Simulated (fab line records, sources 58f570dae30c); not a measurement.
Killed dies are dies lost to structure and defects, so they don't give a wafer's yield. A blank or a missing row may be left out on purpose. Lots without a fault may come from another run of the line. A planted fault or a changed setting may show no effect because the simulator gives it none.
Problem report in the 8D (eight disciplines) form, filled by code | flow berkeley_cmos170 | the parts of the form that need people (team, actions taken, sign-off) are left out

1. THE PROBLEM
M3_AL_RS at UCB170_M3_RS_MEAS_02 reads a mean of 0.0364 ohm/sq on 1 wafer of 1 lot; wafers without a fault read 0.0321 ohm/sq with a standard deviation of 0.00035. That is +12 standard deviations from the usual mean.
The step: measures by four-point-probe.
First seen on wafer L661.1, day 12 05:53, on film_metro-02. The record holds 39 wafers of 13 lots with a number at this step. Rule for "out", or "out of limits": more than 4 standard deviations from the usual mean. The other wafers with a number count as sound.

2. WHAT IT IS AND WHAT IT IS NOT
question                    | is                | is not
which readings at this step | M3_AL_RS          | -
which lots                  | L661              | L643, L644, L647, L648, L649, L650, L651, L652, L654, L655, L660, L666
which wafers of those lots  | L661.1            | L661.3, L661.4
read on which gauges        | film_metro-02     | film_metro-01
when                        | from day 12 05:53 | up to then (35 sound wafers); but 3 sound wafers of L666 came after

3. SUSPECTS, AND WHAT RULES EACH OUT
Counting: a tool at a process step up to the reading stays a suspect if it ran every lot that is out. Sound lots after the first of them don't rule it out here, since some wafers of a struck lot are sound.
- the gauge at UCB170_M3_RS_MEAS_02: ruled out. All the wafers that are out were read on film_metro-02, but those of them that UCB170_M3_METAL_ETCH_18 has rows for are out there too, on other tools.
- plasma_asher-02 at UCB170_ZERO_STRIP_07 (strips in O2): kept. It ran the lot that is out, L661 (day 5 14:55); its last sound lot up to then is L654 (day 4 04:37).
- rie_diel-01 at UCB170_V2_ETCH_14 (etches SiO2 in CHF3/CF4/Ar, stops on Al, target depth 1250 nm, time 291 s): kept. It ran the lot that is out, L661 (day 12 05:20); its last sound lot up to then is L647 (day 9 08:17).
- pvd_sputter-04 at UCB170_M3_SPUTTER_01 (material Al, target thk 900 nm, time 120 s): kept. It ran the lot that is out, L661 (day 12 05:49); its last sound lot up to then is L660 (day 11 11:43).
- Within rie_diel-01 at UCB170_V2_ETCH_14: the wafers that are out ran in chamber 2; their sound lot-mates ran in chambers 0, 1.
Left after counting: plasma_asher-02 at UCB170_ZERO_STRIP_07, rie_diel-01 at UCB170_V2_ETCH_14, pvd_sputter-04 at UCB170_M3_SPUTTER_01.

4. THE CAUSE (what the simulator had put in)
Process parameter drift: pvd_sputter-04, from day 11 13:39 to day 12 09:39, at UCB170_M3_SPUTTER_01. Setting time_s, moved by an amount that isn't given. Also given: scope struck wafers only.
Counting left 3 suspects, and this tool is among them.

5. THE CHAIN OF EFFECTS, in route order
Each row: a reading whose mean over the struck wafers that have a number lies more than 3 standard deviations from the usual. Only readings for which the record gives a usual standard deviation are gone through. hours: the time from each lot's start at the first step in this table that gives one to its start at this step, as a median over the lots. sigmas: the change in usual standard deviations.
hours | step                    | reading        | usual         | on struck wafers | change  | sigmas
0     | UCB170_M3_RS_MEAS_02    | M3_AL_RS       | 0.0321 ohm/sq | 0.0364           | +0.0043 | +12
0     | UCB170_M3_THK_MEAS_03   | M3_AL_THK      | 877 nm        | 777              | -100    | -11
2     | UCB170_M3_METAL_ETCH_18 | oes_product_au | 0.864 a.u.    | 0.803            | -0.061  | -6.2
The process steps in it:
- UCB170_M3_METAL_ETCH_18: etches Al in Cl2/BCl3, stops on SiO2, target depth 1170 nm, time 195 s.

6. WHAT WOULD HAVE CAUGHT IT SOONER
In this record the first reading out of limits at a measuring or inspecting step was taken at day 12 05:53, 16 hours after the fault began at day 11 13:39.
Of the tool readings at UCB170_M3_SPUTTER_01 for which the record gives a usual standard deviation, none was out on any struck wafer, so an alarm limit of 4 standard deviations on them would not have fired.
All the lots that are out (1) had begun UCB170_M3_SPUTTER_01 on pvd_sputter-04 by day 12 05:53. A hold on the tool at that time would have spared none of them.
